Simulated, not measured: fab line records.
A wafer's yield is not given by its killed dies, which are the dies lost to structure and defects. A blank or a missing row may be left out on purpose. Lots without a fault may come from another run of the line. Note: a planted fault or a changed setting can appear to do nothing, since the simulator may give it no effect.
fab line records ; flow berkeley_cmos170 ; part 1 of 2: steps 1 to 27 of 37
[record] lots = 5; wafers = 15; last_day = 12
route steps=331 shown NSD@190 BACKSIDE@199 SDANNEAL@204 PSD@206 PLDD@208 NLDD@209 SILICIDE@210 CONTACT@216
lots with no fault: from the same line, run without faults
start_h: start of the lot's first displayed wafer, in hours after the record's first day ; wait_h: hours elapsed since this lot's preceding step ; " as in the row above ; L1.1+2: a single row standing in for several wafers ; - either no value or no given start ; * or withheld: withheld ; < > ~ a bound
route shown NAME@n: a module of which the file shows steps, and the number in the route of the first ; usual: average and standard deviation across the fault-free wafers ; same: alike in all rows ; chamber/n: place in a boat ; sites: readings site by site ; _std_site: how widely they spread, as a standard deviation ; _edge_site: outer sites' mean less inner sites' ; radius_mm: how far each site lies from the wafer's centre ; mask NAME#n: copy n ; behind: the most recent tool/chamber to have shaped the wafer ; hold: cause of the lot's hold/its duration in hours/its outcome ; device: whichever transistor did not switch (one of n, p or np) ; end of line: the tests these same wafers got at the end of their route ; a step without rows: its recipe alone ; killed: dies lost to structure and defects at the first sort, not the wafer's yield ; map: the dies of a wafer, with x for killed, . for not killed, _ for no die there
set.NAME: setting as actually run; set.NAME@STEP: the setting as run at that earlier step ; model.NAME: the simulator's own value behind a step, which no gauge read
lots at selected steps of the route; one table per step, one row per wafer
services: a tool's chamber out of use, with start hour (start_h, from the record's first day; less than 0 if before it), hours out, and reason
[[steps]]
[step UCB170_NSD_EXPOSE_03]
[recipe] mask_id = NSELECT_MOD; na = 0.5; sigma_outer = 0.6; source_shape = conventional; target_cd_nm = 1200; dose_mj = 30
lot.wafer;tool;chamber;start_h;wait_h;mask
L074.1+2+5;krf_scanner-02;0;175.20;0.1;NSELECT_MOD#0
L078.2+4+6;krf_scanner-01;0;180.36;0.5;NSELECT_MOD#0
L082.3+4+6;krf_scanner-01;0;-;-;NSELECT_MOD#0
L087.1+2+4;krf_scanner-01;0;229.18;0.3;NSELECT_MOD#0
L094.3+4+5;krf_scanner-02;0;255.44;0.2;NSELECT_MOD#0
[step UCB170_NSD_PEB_04]
[recipe] peb_temp_c = 130; peb_time_s = withheld; resist = KrF
[usual] exhaust_pa = 45.0/0.91
lot.wafer;tool;chamber;start_h;wait_h;exhaust_pa
L074.1;litho_track-03;0;175.57;0.4;45.6
L074.2;litho_track-03;0;175.57;0.4;45.5
L074.5;litho_track-03;0;175.57;0.4;45.4
L078.2;litho_track-03;0;180.68;0.3;44.0
L078.4;litho_track-03;0;180.68;0.3;44.0
L078.6;litho_track-03;0;180.68;0.3;43.8
L082.3;litho_track-02;0;-;-;43.7
L082.4;litho_track-02;0;-;-;44.6
L082.6;litho_track-02;0;-;-;45.2
L087.1;litho_track-02;0;229.49;0.3;44.0
L087.2;litho_track-02;0;229.49;0.3;43.9
L087.4;litho_track-02;0;229.49;0.3;43.6
L094.3;litho_track-04;0;255.77;0.3;45.7
L094.4;litho_track-04;0;255.77;0.3;44.0
L094.5;litho_track-04;0;255.77;0.3;45.0
[step UCB170_NSD_DEVELOP_05]
[recipe] developer = TMAH; develop_time_s = 45; resist = KrF; dev_temp_c = 21
[usual] exhaust_pa = 45.1/0.94
lot.wafer;tool;chamber;start_h;wait_h;exhaust_pa
L074.1;litho_track-03;0;-;-;46.5
L074.2;litho_track-03;0;-;-;45.1
L074.5;litho_track-03;0;-;-;46.7
L078.2;litho_track-03;0;-;-;47.2
L078.4;litho_track-03;0;-;-;46.3
L078.6;litho_track-03;0;-;-;47.2
L082.3;litho_track-02;0;-;-;45.7
L082.4;litho_track-02;0;-;-;44.5
L082.6;litho_track-02;0;-;-;45.0
L087.1;litho_track-02;0;-;-;45.6
L087.2;litho_track-02;0;-;-;45.3
L087.4;litho_track-02;0;-;-;46.0
L094.3;litho_track-04;0;-;-;45.7
L094.4;litho_track-04;0;-;-;46.3
L094.5;litho_track-04;0;-;-;46.7
[step UCB170_NSD_CD_MEAS_06]
[recipe] target_cd_nm = 1200
[usual] cd_nm = 1199.8/1.4
lot.wafer;tool;chamber;start_h;wait_h;cd_nm
L074.1;cd_sem-02;-;175.84;-;1201.1
L074.2;cd_sem-02;-;175.84;-;1201.6
L074.5;cd_sem-02;-;175.84;-;1200.4
L078.2;cd_sem-02;-;180.95;-;1198.5
L078.4;cd_sem-02;-;180.95;-;1199.6
L078.6;cd_sem-02;-;180.95;-;1198.9
L082.3;cd_sem-02;-;199.63;-;1198.8
L082.4;cd_sem-02;-;199.63;-;1198.5
L082.6;cd_sem-02;-;199.63;-;1197.5
L087.1;cd_sem-02;-;229.77;-;1197.2
L087.2;cd_sem-02;-;229.77;-;1198.1
L087.4;cd_sem-02;-;229.77;-;1198.7
L094.3;cd_sem-02;-;256.04;-;1200.0
L094.4;cd_sem-02;-;256.04;-;1199.5
L094.5;cd_sem-02;-;256.04;-;1199.4
[step UCB170_NSD_OVL_MEAS_07]
[usual] NSD_OVL = 1/5.7
lot.wafer;tool;chamber;start_h;wait_h;NSD_OVL[nm]
L074.1;overlay-02;-;175.96;0.1;0
L074.2;overlay-02;-;175.96;0.1;7
L074.5;overlay-02;-;175.96;0.1;5
L078.2;overlay-02;-;181.06;0.1;0
L078.4;overlay-02;-;181.06;0.1;0
L078.6;overlay-02;-;181.06;0.1;-1
L082.3;overlay-02;-;199.73;0.1;1
L082.4;overlay-02;-;199.73;0.1;7
L082.6;overlay-02;-;199.73;0.1;3
L087.1;overlay-01;-;229.89;0.1;3
L087.2;overlay-01;-;229.89;0.1;3
L087.4;overlay-01;-;229.89;0.1;1
L094.3;overlay-01;-;256.13;0.1;-6
L094.4;overlay-01;-;256.13;0.1;-4
L094.5;overlay-01;-;256.13;0.1;-2
[step UCB170_NSD_IMPLANT_08]
[recipe] species = P; dose_cm2 = 3e+15; energy_kev = 40; tilt_deg = 7
[usual] beam_on_s = 10.01/0.19
lot.wafer;tool;chamber;start_h;wait_h;beam_on_s
L074.1;implanter-03;0;176.00;0.0;9.86
L074.2;implanter-03;0;176.00;0.0;10.06
L074.5;implanter-03;0;176.00;0.0;9.85
L078.2;implanter-03;0;181.11;0.0;9.81
L078.4;implanter-03;0;181.11;0.0;10.25
L078.6;implanter-03;0;181.11;0.0;10.15
L082.3;implanter-01;0;199.80;0.1;9.95
L082.4;implanter-01;0;199.80;0.1;9.76
L082.6;implanter-01;0;199.80;0.1;9.80
L087.1;implanter-03;0;229.92;0.0;10.09
L087.2;implanter-03;0;229.92;0.0;10.05
L087.4;implanter-03;0;229.92;0.0;9.92
L094.3;implanter-01;0;256.20;0.1;10.29
L094.4;implanter-01;0;256.20;0.1;10.06
L094.5;implanter-01;0;256.20;0.1;10.20
[step UCB170_NSD_STRIP_09]
[recipe] chemistry = O2; power_w = 400; pressure_mtorr = 3500; platen_temp_c = withheld; o2_flow_sccm = 400; overash_fraction = 0.5
[usual] drypump_motor_current_A = 5.4/0.56; oes_product_au = 0.534/0.0048; strip_time_to_endpoint_s = 35.79/0.066
lot.wafer;tool;chamber;start_h;wait_h;drypump_motor_current_A;oes_product_au;rf_hours_counter_h;strip_time_to_endpoint_s
L074.1;plasma_asher-04;1;176.15;0.1;4.7;0.525;45;35.74
L074.2;plasma_asher-04;0;176.15;0.1;6.0;0.528;45;35.75
L074.5;plasma_asher-04;0;176.15;0.1;6.0;0.542;-;35.74
L078.2;plasma_asher-03;0;181.24;0.1;5.9;0.537;5;35.72
L078.4;plasma_asher-03;1;181.24;0.1;4.9;0.525;-;35.80
L078.6;plasma_asher-03;0;181.24;0.1;5.9;0.537;-;35.76
L082.3;plasma_asher-02;1;199.93;0.1;6.0;0.539;-;35.83
L082.4;plasma_asher-02;0;199.93;0.1;5.1;0.534;-;35.77
L082.6;plasma_asher-02;0;199.93;0.1;5.1;0.535;-;35.80
L087.1;plasma_asher-02;0;230.07;0.1;5.2;0.540;52;35.87
L087.2;plasma_asher-02;1;230.07;0.1;6.0;0.536;52;35.73
L087.4;plasma_asher-02;0;230.07;0.1;5.1;0.541;-;35.85
L094.3;plasma_asher-03;1;256.34;0.1;4.9;0.538;-;35.89
L094.4;plasma_asher-03;0;256.34;0.1;5.9;0.529;-;35.92
L094.5;plasma_asher-03;1;256.34;0.1;4.9;0.536;-;35.84
[step UCB170_NSD_TW_MEAS_10]
[usual] NSD_TW = 4172/35
lot.wafer;tool;chamber;start_h;wait_h;NSD_TW
L074.1;film_metro-01;-;176.25;0.1;4179
L074.2;film_metro-01;-;176.25;0.1;4176
L074.5;film_metro-01;-;176.25;0.1;4196
L078.2;film_metro-04;-;181.35;0.1;4178
L078.4;film_metro-04;-;181.35;0.1;4167
L078.6;film_metro-04;-;181.35;0.1;4172
L082.3;film_metro-02;-;200.02;0.1;4137
L082.4;film_metro-02;-;200.02;0.1;4125
L082.6;film_metro-02;-;200.02;0.1;4123
L087.1;film_metro-01;-;230.17;0.1;4167
L087.2;film_metro-01;-;230.17;0.1;4158
L087.4;film_metro-01;-;230.17;0.1;4175
L094.3;film_metro-02;-;256.42;0.1;4108
L094.4;film_metro-02;-;256.42;0.1;4087
L094.5;film_metro-02;-;256.42;0.1;4111
[step UCB170_NSD_CLEAN_11]
[recipe] chemistry = SPM; temp_c = 120; time_s = 600
lot.wafer;tool;chamber;start_h;wait_h
L074.1+2+5;wet_bench-01;1;176.46;0.2
L078.2+4+6;wet_bench-03;0;181.53;0.2
L082.3+4+6;wet_bench-03;0;200.06;0.0
L087.1+2+4;wet_bench-03;3;230.23;0.1
L094.3+4+5;wet_bench-03;3;256.46;0.0
[step UCB170_BACKSIDE_HMDS_00]
[recipe] prime_time_s = 60; prime_temp_c = 100
[usual] exhaust_pa = 44.9/0.99
[same] prime_time_s = 60
lot.wafer;tool;chamber;start_h;wait_h;exhaust_pa
L074.1;litho_track-02;0;176.64;0.0;44.7
L074.2;litho_track-02;0;176.64;0.0;45.4
L074.5;litho_track-02;0;176.64;0.0;44.2
L078.2;litho_track-01;0;181.73;0.0;45.3
L078.4;litho_track-01;0;181.73;0.0;45.6
L078.6;litho_track-01;0;181.73;0.0;46.3
L082.3;litho_track-02;0;201.09;0.9;44.4
L082.4;litho_track-02;0;201.09;0.9;44.6
L082.6;litho_track-02;0;201.09;0.9;42.9
L087.1;litho_track-01;0;230.94;0.5;44.4
L087.2;litho_track-01;0;230.94;0.5;45.8
L087.4;litho_track-01;0;230.94;0.5;44.3
L094.3;litho_track-01;0;256.70;0.1;45.6
L094.4;litho_track-01;0;256.70;0.1;46.9
L094.5;litho_track-01;0;256.70;0.1;45.0
[step UCB170_BACKSIDE_COAT_01]
[recipe] resist = KrF; spin_rpm = 1500; resist_thk_nm = 900
[usual] exhaust_pa = 45.1/0.89
lot.wafer;tool;chamber;start_h;wait_h;exhaust_pa
L074.1;litho_track-02;0;176.79;0.1;45.7
L074.2;litho_track-02;0;176.79;0.1;45.7
L074.5;litho_track-02;0;176.79;0.1;45.8
L078.2;litho_track-01;0;181.88;0.1;45.7
L078.4;litho_track-01;0;181.88;0.1;44.3
L078.6;litho_track-01;0;181.88;0.1;45.9
L082.3;litho_track-02;0;201.24;0.1;45.5
L082.4;litho_track-02;0;201.24;0.1;45.7
L082.6;litho_track-02;0;201.24;0.1;45.3
L087.1;litho_track-01;0;231.09;0.1;45.2
L087.2;litho_track-01;0;231.09;0.1;45.4
L087.4;litho_track-01;0;231.09;0.1;45.3
L094.3;litho_track-01;0;256.85;0.1;45.1
L094.4;litho_track-01;0;256.85;0.1;46.3
L094.5;litho_track-01;0;256.85;0.1;44.8
[step UCB170_BACKSIDE_SOFTBAKE_02]
[recipe] resist = KrF; temp_c = 130; time_s = 60
[usual] exhaust_pa = 45.1/0.85
lot.wafer;tool;chamber;start_h;wait_h;exhaust_pa
L074.1;litho_track-02;0;176.94;0.1;44.8
L074.2;litho_track-02;0;176.94;0.1;44.5
L074.5;litho_track-02;0;176.94;0.1;44.0
L078.2;litho_track-01;0;182.03;0.1;43.1
L078.4;litho_track-01;0;182.03;0.1;43.5
L078.6;litho_track-01;0;182.03;0.1;44.3
L082.3;litho_track-02;0;201.39;0.1;44.5
L082.4;litho_track-02;0;201.39;0.1;44.4
L082.6;litho_track-02;0;201.39;0.1;45.2
L087.1;litho_track-01;0;231.24;0.1;44.6
L087.2;litho_track-01;0;231.24;0.1;44.9
L087.4;litho_track-01;0;231.24;0.1;44.9
L094.3;litho_track-01;0;257.00;0.1;45.1
L094.4;litho_track-01;0;257.00;0.1;44.5
L094.5;litho_track-01;0;257.00;0.1;44.3
[step UCB170_BACKSIDE_STRIP_03]
[recipe] chemistry = O2; power_w = 400; pressure_mtorr = 3500; platen_temp_c = withheld; o2_flow_sccm = 400; overash_fraction = 0.5
[usual] drypump_motor_current_A = 5.7/0.63; oes_product_au = 0.735/0.0046; strip_time_to_endpoint_s = 21.93/0.071
lot.wafer;tool;chamber;start_h;wait_h;drypump_motor_current_A;oes_product_au;rf_hours_counter_h;strip_time_to_endpoint_s
L074.1;plasma_asher-04;1;177.09;0.1;4.7;0.728;45;22.02
L074.2;plasma_asher-04;0;177.09;0.1;6.0;0.732;45;22.03
L074.5;plasma_asher-04;0;177.09;0.1;6.0;0.731;-;22.01
L078.2;plasma_asher-02;0;182.16;0.1;5.1;0.724;46;22.03
L078.4;plasma_asher-02;0;182.16;0.1;5.1;0.734;-;21.95
L078.6;plasma_asher-02;0;182.16;0.1;5.1;0.737;-;22.08
L082.3;plasma_asher-02;1;201.53;0.1;6.0;0.732;-;21.90
L082.4;plasma_asher-02;0;201.53;0.1;5.1;0.740;-;21.85
L082.6;plasma_asher-02;0;201.53;0.1;5.1;0.737;-;21.99
L087.1;plasma_asher-01;1;231.39;0.1;5.5;0.738;47;21.96
L087.2;plasma_asher-01;0;231.39;0.1;6.6;0.734;47;21.94
L087.4;plasma_asher-01;1;231.39;0.1;5.5;0.739;-;21.88
L094.3;plasma_asher-01;1;257.14;0.1;5.5;0.734;-;21.98
L094.4;plasma_asher-01;0;257.14;0.1;6.6;0.739;-;21.98
L094.5;plasma_asher-01;0;257.14;0.1;6.6;0.740;-;21.99
[step UCB170_BACKSIDE_CLEAN_04]
[recipe] chemistry = SPM; temp_c = 120; time_s = 600
lot.wafer;tool;chamber;start_h;wait_h
L074.1+2+5;wet_bench-03;1;177.56;0.4
L078.2+4+6;wet_bench-03;0;182.30;0.1
L082.3+4+6;wet_bench-02;2;201.67;0.1
L087.1+2+4;wet_bench-03;3;231.51;0.1
L094.3+4+5;wet_bench-03;2;257.42;0.2
[step UCB170_SDANNEAL_RTA_00]
[recipe] temp_c = 900; time_s = 10; ambient = N2
[usual] chamber_o2_ppm = 2.000/0.022; lamp_power_pct = 24.2/2.2; wafer_temp_C_max = 905.9/1.4
lot.wafer;tool;chamber;start_h;wait_h;chamber_o2_ppm;lamp_power_pct;wafer_temp_C_max
L074.1;rtp_anneal-01;0;177.73;0.0;2.037;25.8;905.0
L074.2;rtp_anneal-01;0;177.73;0.0;1.996;25.8;906.2
L074.5;rtp_anneal-01;0;177.73;0.0;2.026;25.8;903.9
L078.2;rtp_anneal-01;0;182.48;0.0;2.009;25.8;906.2
L078.4;rtp_anneal-01;0;182.48;0.0;1.985;25.8;904.3
L078.6;rtp_anneal-01;0;182.48;0.0;1.964;25.8;905.8
L082.3;rtp_anneal-01;0;201.97;0.1;1.992;25.8;906.7
L082.4;rtp_anneal-01;0;201.97;0.1;1.989;25.8;907.7
L082.6;rtp_anneal-01;0;201.97;0.1;1.992;25.8;905.4
L087.1;rtp_anneal-02;0;231.68;0.0;1.979;21.1;908.7
L087.2;rtp_anneal-02;0;231.68;0.0;1.946;21.1;908.5
L087.4;rtp_anneal-02;0;231.68;0.0;1.957;21.1;908.5
L094.3;rtp_anneal-01;0;257.63;0.0;2.025;25.8;905.2
L094.4;rtp_anneal-01;0;257.63;0.0;1.991;25.8;905.1
L094.5;rtp_anneal-01;0;257.63;0.0;2.006;25.8;906.7
[step UCB170_SDANNEAL_RTA_01]
[recipe] temp_c = 1050; time_s = 5; ambient = N2
[usual] chamber_o2_ppm = 1.997/0.022; lamp_power_pct = 37/3.4; wafer_temp_C_max = 1056.6/1.5
lot.wafer;tool;chamber;start_h;wait_h;chamber_o2_ppm;lamp_power_pct;wafer_temp_C_max
L074.1;rtp_anneal-01;0;177.80;0.1;2.015;40;1055.2
L074.2;rtp_anneal-01;0;177.80;0.1;2.008;40;1055.5
L074.5;rtp_anneal-01;0;177.80;0.1;2.025;40;1056.9
L078.2;rtp_anneal-01;0;182.55;0.1;1.959;40;1056.3
L078.4;rtp_anneal-01;0;182.55;0.1;1.963;40;1055.7
L078.6;rtp_anneal-01;0;182.55;0.1;1.966;40;1055.8
L082.3;rtp_anneal-01;0;202.10;0.1;2.001;40;1055.4
L082.4;rtp_anneal-01;0;202.10;0.1;2.005;40;1055.3
L082.6;rtp_anneal-01;0;202.10;0.1;2.005;40;1054.8
L087.1;rtp_anneal-02;0;231.75;0.1;2.026;33;1057.9
L087.2;rtp_anneal-02;0;231.75;0.1;2.029;33;1056.5
L087.4;rtp_anneal-02;0;231.75;0.1;2.003;33;1058.5
L094.3;rtp_anneal-01;0;257.69;0.1;2.029;40;1059.0
L094.4;rtp_anneal-01;0;257.69;0.1;2.015;40;1056.3
L094.5;rtp_anneal-01;0;257.69;0.1;2.052;40;1054.5
[step UCB170_SDANNEAL_RS_MEAS_02]
[recipe] thk_meas_gauge = four-point-probe
[usual] PSD_RS = 75.60/0.3
lot.wafer;tool;chamber;start_h;wait_h;PSD_RS[ohm/sq]
L074.1;film_metro-01;-;177.86;0.0;76.22
L074.2;film_metro-01;-;177.86;0.0;76.05
L074.5;film_metro-01;-;177.86;0.0;76.31
L078.2;film_metro-02;-;182.62;0.1;75.42
L078.4;film_metro-02;-;182.62;0.1;75.73
L078.6;film_metro-02;-;182.62;0.1;75.61
L082.3;film_metro-04;-;202.22;0.1;75.39
L082.4;film_metro-04;-;202.22;0.1;75.43
L082.6;film_metro-04;-;202.22;0.1;75.47
L087.1;film_metro-02;-;231.81;0.0;75.88
L087.2;film_metro-02;-;231.81;0.0;76.15
L087.4;film_metro-02;-;231.81;0.0;76.21
L094.3;film_metro-02;-;257.77;0.1;75.38
L094.4;film_metro-02;-;257.77;0.1;75.48
L094.5;film_metro-02;-;257.77;0.1;75.45
[step UCB170_SDANNEAL_RS_MEAS_03]
[recipe] thk_meas_gauge = four-point-probe
[usual] NSD_RS = 37.27/0.097
lot.wafer;tool;chamber;start_h;wait_h;NSD_RS[ohm/sq]
L074.1;film_metro-01;-;177.98;0.1;37.23
L074.2;film_metro-01;-;177.98;0.1;37.42
L074.5;film_metro-01;-;177.98;0.1;37.34
L078.2;film_metro-02;-;182.74;0.1;37.27
L078.4;film_metro-02;-;182.74;0.1;37.25
L078.6;film_metro-02;-;182.74;0.1;37.31
L082.3;film_metro-04;-;202.34;0.1;37.19
L082.4;film_metro-04;-;202.34;0.1;37.21
L082.6;film_metro-04;-;202.34;0.1;37.24
L087.1;film_metro-02;-;231.93;0.1;37.29
L087.2;film_metro-02;-;231.93;0.1;37.50
L087.4;film_metro-02;-;231.93;0.1;37.39
L094.3;film_metro-02;-;257.89;0.1;37.16
L094.4;film_metro-02;-;257.89;0.1;37.20
L094.5;film_metro-02;-;257.89;0.1;37.27
[step UCB170_SDANNEAL_RS_MEAS_04]
[recipe] thk_meas_gauge = four-point-probe
[usual] PLDD_RS = 1032.7/2.6
lot.wafer;tool;chamber;start_h;wait_h;PLDD_RS[ohm/sq]
L074.1;film_metro-01;-;178.10;0.1;1030.1
L074.2;film_metro-01;-;178.10;0.1;1034.4
L074.5;film_metro-01;-;178.10;0.1;1033.1
L078.2;film_metro-02;-;182.86;0.1;1032.1
L078.4;film_metro-02;-;182.86;0.1;1034.5
L078.6;film_metro-02;-;182.86;0.1;1033.9
L082.3;film_metro-04;-;202.46;0.1;1031.9
L082.4;film_metro-04;-;202.46;0.1;1031.3
L082.6;film_metro-04;-;202.46;0.1;1032.5
L087.1;film_metro-02;-;232.05;0.1;1033.8
L087.2;film_metro-02;-;232.05;0.1;1034.5
L087.4;film_metro-02;-;232.05;0.1;1038.4
L094.3;film_metro-02;-;258.01;0.1;1033.2
L094.4;film_metro-02;-;258.01;0.1;1029.9
L094.5;film_metro-02;-;258.01;0.1;1030.1
[step UCB170_SDANNEAL_RS_MEAS_05]
[recipe] thk_meas_gauge = four-point-probe
[usual] NLDD_RS = 616.4/1.4
lot.wafer;tool;chamber;start_h;wait_h;NLDD_RS[ohm/sq]
L074.1;film_metro-01;-;178.22;0.1;618.2
L074.2;film_metro-01;-;178.22;0.1;619.0
L074.5;film_metro-01;-;178.22;0.1;618.7
L078.2;film_metro-02;-;182.98;0.1;615.6
L078.4;film_metro-02;-;182.98;0.1;615.3
L078.6;film_metro-02;-;182.98;0.1;616.6
L082.3;film_metro-04;-;202.58;0.1;615.4
L082.4;film_metro-04;-;202.58;0.1;614.2
L082.6;film_metro-04;-;202.58;0.1;615.2
L087.1;film_metro-02;-;232.17;0.1;615.0
L087.2;film_metro-02;-;232.17;0.1;615.0
L087.4;film_metro-02;-;232.17;0.1;613.4
L094.3;film_metro-02;-;258.13;0.1;616.2
L094.4;film_metro-02;-;258.13;0.1;616.0
L094.5;film_metro-02;-;258.13;0.1;617.7
[step UCB170_SILICIDE_PRE_CLEAN_00]
[recipe] gas = Ar; preclean_etch_time_s = 60
lot.wafer;tool;chamber;start_h;wait_h
L074.1+2+5;pvd_sputter-02;-;178.34;0.1
L078.2+4+6;pvd_sputter-01;-;183.08;0.1
L082.3+4+6;pvd_sputter-02;-;202.66;0.1
L087.1+2+4;pvd_sputter-02;-;232.29;0.1
L094.3+4+5;pvd_sputter-03;-;258.21;0.1
[step UCB170_SILICIDE_SPUTTER_01]
[recipe] material = Ti; target_thk_nm = 30; time_s = 25; power_w = 1500; chamber_pressure_pa = 0.5
[usual] throttle_valve_pct = 30.5/0.94
lot.wafer;tool;chamber;start_h;wait_h;throttle_valve_pct
L074.1;pvd_sputter-02;-;178.40;0.0;29.9
L074.2;pvd_sputter-02;-;178.40;0.0;29.2
L074.5;pvd_sputter-02;-;178.40;0.0;29.1
L078.2;pvd_sputter-01;-;183.14;0.0;31.3
L078.4;pvd_sputter-01;-;183.14;0.0;28.6
L078.6;pvd_sputter-01;-;183.14;0.0;29.0
L082.3;pvd_sputter-02;-;202.72;0.0;30.6
L082.4;pvd_sputter-02;-;202.72;0.0;29.3
L082.6;pvd_sputter-02;-;202.72;0.0;30.4
L087.1;pvd_sputter-02;-;232.35;0.0;30.2
L087.2;pvd_sputter-02;-;232.35;0.0;29.1
L087.4;pvd_sputter-02;-;232.35;0.0;29.0
L094.3;pvd_sputter-03;-;258.28;0.0;31.3
L094.4;pvd_sputter-03;-;258.28;0.0;30.2
L094.5;pvd_sputter-03;-;258.28;0.0;31.4
[step UCB170_SILICIDE_RS_MEAS_02]
[recipe] thk_meas_gauge = four-point-probe; reads = Ti_of_SILICIDE_SPUTTER_01
[usual] SILICIDE_TI_RS = 26.1/0.32
lot.wafer;tool;chamber;start_h;wait_h;SILICIDE_TI_RS[ohm/sq]
L074.1;film_metro-04;-;178.43;0.0;25.8
L074.2;film_metro-04;-;178.43;0.0;25.7
L074.5;film_metro-04;-;178.43;0.0;25.8
L078.2;film_metro-04;-;183.20;0.0;26.3
L078.4;film_metro-04;-;183.20;0.0;26.4
L078.6;film_metro-04;-;183.20;0.0;26.3
L082.3;film_metro-02;-;202.79;0.1;26.2
L082.4;film_metro-02;-;202.79;0.1;26.2
L082.6;film_metro-02;-;202.79;0.1;25.9
L087.1;film_metro-03;-;232.38;0.0;25.7
L087.2;film_metro-03;-;232.38;0.0;26.0
L087.4;film_metro-03;-;232.38;0.0;25.8
L094.3;film_metro-03;-;258.35;0.1;25.9
L094.4;film_metro-03;-;258.35;0.1;25.9
L094.5;film_metro-03;-;258.35;0.1;25.9
[step UCB170_SILICIDE_THK_MEAS_03]
[recipe] thk_meas_gauge = xrf; reads = Ti_of_SILICIDE_SPUTTER_01
[usual] SILICIDE_TI_THK = 30.8/0.36
lot.wafer;tool;chamber;start_h;wait_h;SILICIDE_TI_THK[nm]
L074.1;film_metro-04;-;178.55;0.1;31.4
L074.2;film_metro-04;-;178.55;0.1;31.4
L074.5;film_metro-04;-;178.55;0.1;31.6
L078.2;film_metro-04;-;183.31;0.1;30.9
L078.4;film_metro-04;-;183.31;0.1;30.8
L078.6;film_metro-04;-;183.31;0.1;30.9
L082.3;film_metro-02;-;202.89;0.1;30.4
L082.4;film_metro-02;-;202.89;0.1;30.5
L082.6;film_metro-02;-;202.89;0.1;30.7
L087.1;film_metro-03;-;232.50;0.1;31.1
L087.2;film_metro-03;-;232.50;0.1;30.8
L087.4;film_metro-03;-;232.50;0.1;31.1
L094.3;film_metro-03;-;258.45;0.1;31.2
L094.4;film_metro-03;-;258.45;0.1;31.0
L094.5;film_metro-03;-;258.45;0.1;31.1
[step UCB170_SILICIDE_RTA_04]
[recipe] temp_c = 650; time_s = 15; ambient = N2
[usual] chamber_o2_ppm = 1.996/0.022; lamp_power_pct = 10.6/0.81; wafer_temp_C_max = 654.0/0.86
lot.wafer;tool;chamber;start_h;wait_h;chamber_o2_ppm;lamp_power_pct;wafer_temp_C_max
L074.1;rtp_anneal-01;0;178.61;0.1;1.989;11.1;653.6
L074.2;rtp_anneal-01;0;178.61;0.1;1.999;11.1;653.6
L074.5;rtp_anneal-01;0;178.61;0.1;1.990;11.1;653.9
L078.2;rtp_anneal-01;0;183.37;0.1;1.993;11.1;654.1
L078.4;rtp_anneal-01;0;183.37;0.1;1.981;11.1;653.1
L078.6;rtp_anneal-01;0;183.37;0.1;2.014;11.1;653.0
L082.3;rtp_anneal-01;0;202.98;0.1;1.965;11.1;653.0
L082.4;rtp_anneal-01;0;202.98;0.1;1.990;11.1;653.3
L082.6;rtp_anneal-01;0;202.98;0.1;1.956;11.1;654.8
L087.1;rtp_anneal-02;0;232.56;0.1;1.970;9.1;654.8
L087.2;rtp_anneal-02;0;232.56;0.1;2.015;9.1;654.5
L087.4;rtp_anneal-02;0;232.56;0.1;1.946;9.1;655.9
L094.3;rtp_anneal-01;0;258.52;0.1;2.016;11.1;652.6
L094.4;rtp_anneal-01;0;258.52;0.1;2.003;11.0;654.3
L094.5;rtp_anneal-01;0;258.52;0.1;1.984;11.0;656.0
[step UCB170_SILICIDE_WET_ETCH_05]
[recipe] chemistry = SPM; time_s = 45; temp_c = 120; target = Ti
lot.wafer;tool;chamber;start_h;wait_h
L074.1+2+5;wet_bench-03;0;178.82;0.2
L078.2+4+6;wet_bench-03;1;183.50;0.1
L082.3+4+6;wet_bench-01;1;203.13;0.1
L087.1+2+4;wet_bench-03;1;232.64;0.1
L094.3+4+5;wet_bench-03;1;258.57;0.0
[step UCB170_CONTACT_CLEAN_00]
[recipe] chemistry = SPM; temp_c = 120; time_s = 600
lot.wafer;tool;chamber;start_h;wait_h
L074.1+2+5;wet_bench-03;0;178.84;0.0
L078.2+4+6;wet_bench-03;1;183.52;0.0
L082.3+4+6;wet_bench-01;1;203.15;0.0
L087.1+2+4;wet_bench-03;2;232.66;0.0
L094.3+4+5;wet_bench-03;2;258.59;0.0
